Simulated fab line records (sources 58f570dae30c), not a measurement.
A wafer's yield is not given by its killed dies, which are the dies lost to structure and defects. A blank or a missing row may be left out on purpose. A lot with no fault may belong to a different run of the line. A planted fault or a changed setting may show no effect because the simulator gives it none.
A single fault, viewed from 2 desks | flow berkeley_cmos170 | numbers are kept per desk, each desk with only its own; the story behind them comes last

## FOR THE TOOL OWNER'S DESK: rie_diel-01
The tool's own readings at UCB170_M3_ETCH_17 (etches BARC in N2/H2): means of the sampled wafers that have a number, for each lot that ran on this tool. Any lot whose mean is over 4 standard deviations away from the usual mean is out of limits and marked OUT; that distance is given in the brackets.
Columns: A = drypump_motor_current_A at UCB170_M3_ETCH_17, usual 5.8 A; B = n2_flow_sccm at UCB170_M3_ETCH_17, usual 100.1 sccm; C = oes_product_au at UCB170_M3_ETCH_17, usual 1.014 a.u.; D = rf_fwd_power_W at UCB170_M3_ETCH_17, usual 495.1 W; E = throttle_valve_pct at UCB170_M3_ETCH_17, usual 13.27 %
lot  | first seen here | A   | B     | C                | D               | E
L309 | day 9 23:47     | 5.4 | 100.1 | 1.017            | 494.5           | 13.32
L311 | day 10 00:07    | 5.4 | 100.4 | 1.019            | 495.9           | 13.33
L310 | day 10 01:44    | 5.7 | 99.8  | 1.095 (+4.0) OUT | 575.1 (+42) OUT | 13.41
L316 | day 11 04:56    | 5.7 | 100.4 | 1.097 (+4.2) OUT | 575.2 (+42) OUT | 13.29
This desk finds L310, L316 out of limits, L310 being first, at day 10 01:44 (oes_product_au at UCB170_M3_ETCH_17). In limits: L309, L311.

## AT THE METROLOGY DESK
What the gauges read for every lot (on any tool): the sampled wafers with a number, averaged. Any lot whose mean is over 4 standard deviations away from the usual mean is out of limits and marked OUT; that distance is given in the brackets.
Columns: A = V2_OVL at UCB170_V2_OVL_MEAS_13, usual 0 nm; B = M3_BOW at UCB170_M3_BOW_MEAS_20, usual 36 um
lot  | first seen here | A   | B
L307 | day 9 19:53     | -2  | 35
L309 | day 9 20:12     | -4  | 38
L311 | day 9 20:26     | 2   | 32
L312 | day 9 20:46     | -5  | 32
L310 | day 9 21:10     | -4  | 38
L316 | day 11 02:02    | -4  | 40
L320 | day 11 02:13    | -5  | 35
L324 | day 12 08:41    | 7   | 35
L327 | day 12 12:30    | 6   | 42
L325 | day 12 12:44    | -4  | 37
L323 | day 12 13:08    | 3   | 30
L329 | day 13 08:52    | -4  | 36
L330 | day 13 10:08    | -11 | 40
L328 | day 13 10:36    | -1  | 38
This desk's verdict: no lot among the 14 shows anything out of limits.

## ALL TOGETHER
On L310, L316, at day 10 01:44, an alarm was possible from the tool owner's desk.
From the metrology desk's view, nothing was out of limits.
The metrology desk has L310, L316 on record, within its limits.
Every lot named ran UCB170_M3_ETCH_17 on rie_diel-01.

## WHAT HAD BEEN PUT IN BY THE SIMULATOR
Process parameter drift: rie_diel-01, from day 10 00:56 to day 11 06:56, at UCB170_M3_ETCH_17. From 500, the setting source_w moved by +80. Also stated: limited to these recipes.
Struck lots among those shown: L310, L316.
Hours from the fault's start to each desk's first reading out of limits: the tool owner's desk, 1.
